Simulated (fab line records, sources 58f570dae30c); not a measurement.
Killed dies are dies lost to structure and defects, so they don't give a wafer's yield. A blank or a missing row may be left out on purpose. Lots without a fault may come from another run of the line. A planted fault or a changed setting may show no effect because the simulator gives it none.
fab line records | flow berkeley_cmos170
record lots=15 wafers=45 last_day=11
route steps=331 shown NLDD@161
lots that met no fault: from a run of the same line without faults
start_h: hours from the record's first day to the start of the lot's first wafer shown | wait_h: hours since the lot's step before | " the same as in the row above | L1.1+2: a row that stands for several wafers | - no value, or no start given | * or withheld: withheld | < > ~ a bound
route shown NAME@n: a module of which the file shows steps, and the number in the route of the first | usual: mean/standard deviation of fault-free wafers | same: alike in all rows | chamber/n: place in a boat | sites: the reading at each site | _std_site: their standard deviation | _edge_site: outer sites' mean less inner sites' | radius_mm: how far each site lies from the wafer's centre | mask NAME#n: copy n | behind: the tool/chamber that last shaped the wafer | hold: why the lot was held/for how many hours/how that ended | device: the transistor (n, p or np) that didn't switch | end of line: the same wafers' tests at the end of the route | a step without rows: its recipe alone | killed: dies lost to structure and defects at the first sort, not the wafer's yield | map: a wafer's dies, x killed, . not, _ none there
set.NAME: the setting as run; set.NAME@STEP: as run at that earlier step | model.NAME: the simulator's own value behind a step, which no gauge read
steps of the route over a sample of lots; a table a step, a row a wafer
services: from which hour (start_h, from the record's first day; less than 0 if before it) a tool's chamber was out of use, for how many hours, and why
## steps
# step UCB170_NLDD_EXPOSE_03
# recipe mask_id=NSELECT na=0.5 sigma_outer=0.6 source_shape=conventional target_cd_nm=1200 dose_mj=30
# columns lot.wafer tool chamber start_h wait_h mask
L604.1+3+6 krf_scanner-02 0 138.83 0.2 NSELECT#0
L605.1+2+6 krf_scanner-02 0 144.27 0.1 NSELECT#0
L609.2+3+4 krf_scanner-02 0 156.36 - NSELECT#0
L608.1+5+6 krf_scanner-02 0 156.51 0.1 NSELECT#0
L606.2+4+6 krf_scanner-02 0 157.48 0.1 NSELECT#0
L610.1+4+5 krf_scanner-01 0 164.41 0.2 NSELECT#0
L611.2+3+4 krf_scanner-02 0 164.67 0.5 NSELECT#0
L614.1+4+5 krf_scanner-02 0 177.29 0.1 NSELECT#0
L613.1+4+6 krf_scanner-02 0 177.53 - NSELECT#0
L616.1+2+5 krf_scanner-01 0 194.05 0.2 NSELECT#0
L617.1+2+6 krf_scanner-01 0 194.28 0.1 NSELECT#0
L621.4+5+6 krf_scanner-02 0 218.12 0.2 NSELECT#0
L623.3+4+6 krf_scanner-02 0 230.62 0.1 NSELECT#0
L622.1+2+4 krf_scanner-02 0 231.10 0.5 NSELECT#0
L625.4+5+6 krf_scanner-01 0 231.40 0.4 NSELECT#0
# step UCB170_NLDD_OVL_MEAS_07
# usual NLDD_OVL=1/5.5
# columns lot.wafer tool chamber start_h wait_h NLDD_OVL[nm]
L604.1 overlay-01 - 139.34 0.1 -7
L604.3 " - " " -7
L604.6 " - " " -3
L605.1 overlay-01 - 145.24 0.1 -2
L605.2 " - " " 1
L605.6 " - " " 2
L609.2 overlay-02 - 157.81 0.1 2
L609.3 " - " " -2
L609.4 " - " " 7
L608.1 overlay-02 - 157.92 0.1 -4
L608.5 " - " " -3
L608.6 " - " " 1
L606.2 overlay-01 - 158.41 0.1 5
L606.4 " - " " 3
L606.6 " - " " 5
L610.1 overlay-01 - 164.92 0.1 8
L610.4 " - " " 5
L610.5 " - " " 8
L611.2 overlay-02 - 165.17 0.1 -6
L611.3 " - " " -12
L611.4 " - " " -9
L614.1 overlay-02 - 178.40 0.1 -3
L614.4 " - " " 0
L614.5 " - " " -7
L613.1 overlay-02 - 179.02 0.1 6
L613.4 " - " " 4
L613.6 " - " " 0
L616.1 overlay-01 - 194.78 0.1 0
L616.2 " - " " 4
L616.5 " - " " -4
L617.1 overlay-02 - 195.05 0.1 -4
L617.2 " - " " 3
L617.6 " - " " 4
L621.4 overlay-01 - 218.59 0.1 180
L621.5 " - " " 181
L621.6 " - " " 180
L623.3 overlay-02 - 231.89 0.1 191
L623.4 " - " " 181
L623.6 " - " " 171
L622.1 overlay-02 - 232.15 0.1 178
L622.2 " - " " 179
L622.4 " - " " 179
L625.4 overlay-01 - 232.17 0.1 -4
L625.5 " - " " -6
L625.6 " - " " 2
## services
# columns tool chamber start_h hours kind
krf_scanner-01 - 141.52 0.8 repair
krf_scanner-02 0 177.97 - calibration
krf_scanner-02 - 183.70 0.8 pm
krf_scanner-02 - 193.13 2.4 repair
krf_scanner-02 - 214.13 0.5 repair
krf_scanner-01 - 229.29 0.8 pm
## key
first_sign step=UCB170_NLDD_OVL_MEAS_07 reading=NLDD_OVL direction=up sigmas=33 usual=1 struck=180
effect none on later readings
met_at UCB170_NLDD_EXPOSE_03
struck_lots L621,L622,L623
tester_left_out L621,L622,L623
onset_between 177.53 218.12
fault kind=scanner_matching_overlay tool=krf_scanner-02 chamber=- onset_h=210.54 steps=UCB170_NLDD_EXPOSE_03 offset=180
# tester_left_out: of these lots the tester's yield and bins aren't shown, on N5 and GAA mostly nor the transistor test; their killed dies are dies lost to structure and defects alone, not to doping, threshold or leakage, so they don't give the yield
